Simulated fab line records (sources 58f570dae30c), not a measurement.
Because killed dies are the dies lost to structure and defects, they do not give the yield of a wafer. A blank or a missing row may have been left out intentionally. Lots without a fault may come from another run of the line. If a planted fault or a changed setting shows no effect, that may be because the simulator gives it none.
One fault seen from 2 desks || flow berkeleyCmos170 || every desk sees just its own numbers, and what lay behind them comes last

FOR THE TOOL OWNER'S DESK: implanter-02
The tool's own readings at UCB170_PLDD_IMPLANT_08, given as means over the sampled wafers that have a number, one for each lot that went through this tool. Marked OUT: a lot whose mean sits more than 4 standard deviations from the usual mean, which makes it out of limits; the brackets give that distance.
Columns: A = beamEnergyKeV at UCB170_PLDD_IMPLANT_08, usual 10.000
{"lot": "L601", "first seen here": "day 7 14:14", "A": 10.005}
{"lot": "L617", "first seen here": "day 10 12:33", "A": "9.667 (-99 or more) OUT"}
{"lot": "L619", "first seen here": "day 11 07:46", "A": "9.661 (-99 or more) OUT"}
This desk's finding: out of limits on L617, L619; first on L617, day 10 12:33 (beamEnergyKeV at UCB170_PLDD_IMPLANT_08). Within limits: L601.

FROM THE METROLOGY DESK
What the gauges read, lot by lot, whatever tool the lot ran on: means of the sampled wafers that have a number. Marked OUT: a lot whose mean sits more than 4 standard deviations from the usual mean, which makes it out of limits; the brackets give that distance.
Columns: A = cdNm at UCB170_GATE_CD_MEAS_90, usual 349.8 nm; B = cdNm at UCB170_PLDD_CD_MEAS_06, usual 1199.8 nm; C = PLDD_OVL at UCB170_PLDD_OVL_MEAS_07, usual 2 nm
{"lot": "L601", "first seen here": "day 7 11:59", "A": 350.1, "B": 1200.4, "C": -1}
{"lot": "L611", "first seen here": "day 9 23:32", "A": 349.7, "B": 1199.4, "C": 5}
{"lot": "L617", "first seen here": "day 10 09:44", "A": 351.1, "B": 1199.7, "C": 6}
{"lot": "L619", "first seen here": "day 11 04:45", "A": 349.0, "B": 1198.8, "C": -1}
{"lot": "L620", "first seen here": "day 11 05:10", "A": 349.2, "B": 1202.3, "C": 8}
{"lot": "L624", "first seen here": "day 12 06:17", "A": 351.6, "B": 1202.1, "C": 4}
This desk's finding: nothing out of limits on any of the 6 lots.

TAKEN TOGETHER
On L617, L619, at day 10 12:33, an alarm was possible from the tool owner's desk.
Metrology desk: nothing out of limits seen.
The metrology desk holds a record of L617, L619, inside its limits.
Of the lots named, all ran UCB170_PLDD_IMPLANT_08 on implanter-02.

WHAT WAS PUT IN BY THE SIMULATOR
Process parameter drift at UCB170_PLDD_IMPLANT_08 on implanter-02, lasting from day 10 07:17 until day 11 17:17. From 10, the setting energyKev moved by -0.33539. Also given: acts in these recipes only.
Shown lots that were struck: L617, L619.
Delay in hours, fault start to first out-of-limits reading, by desk: the tool owner's desk at 5.
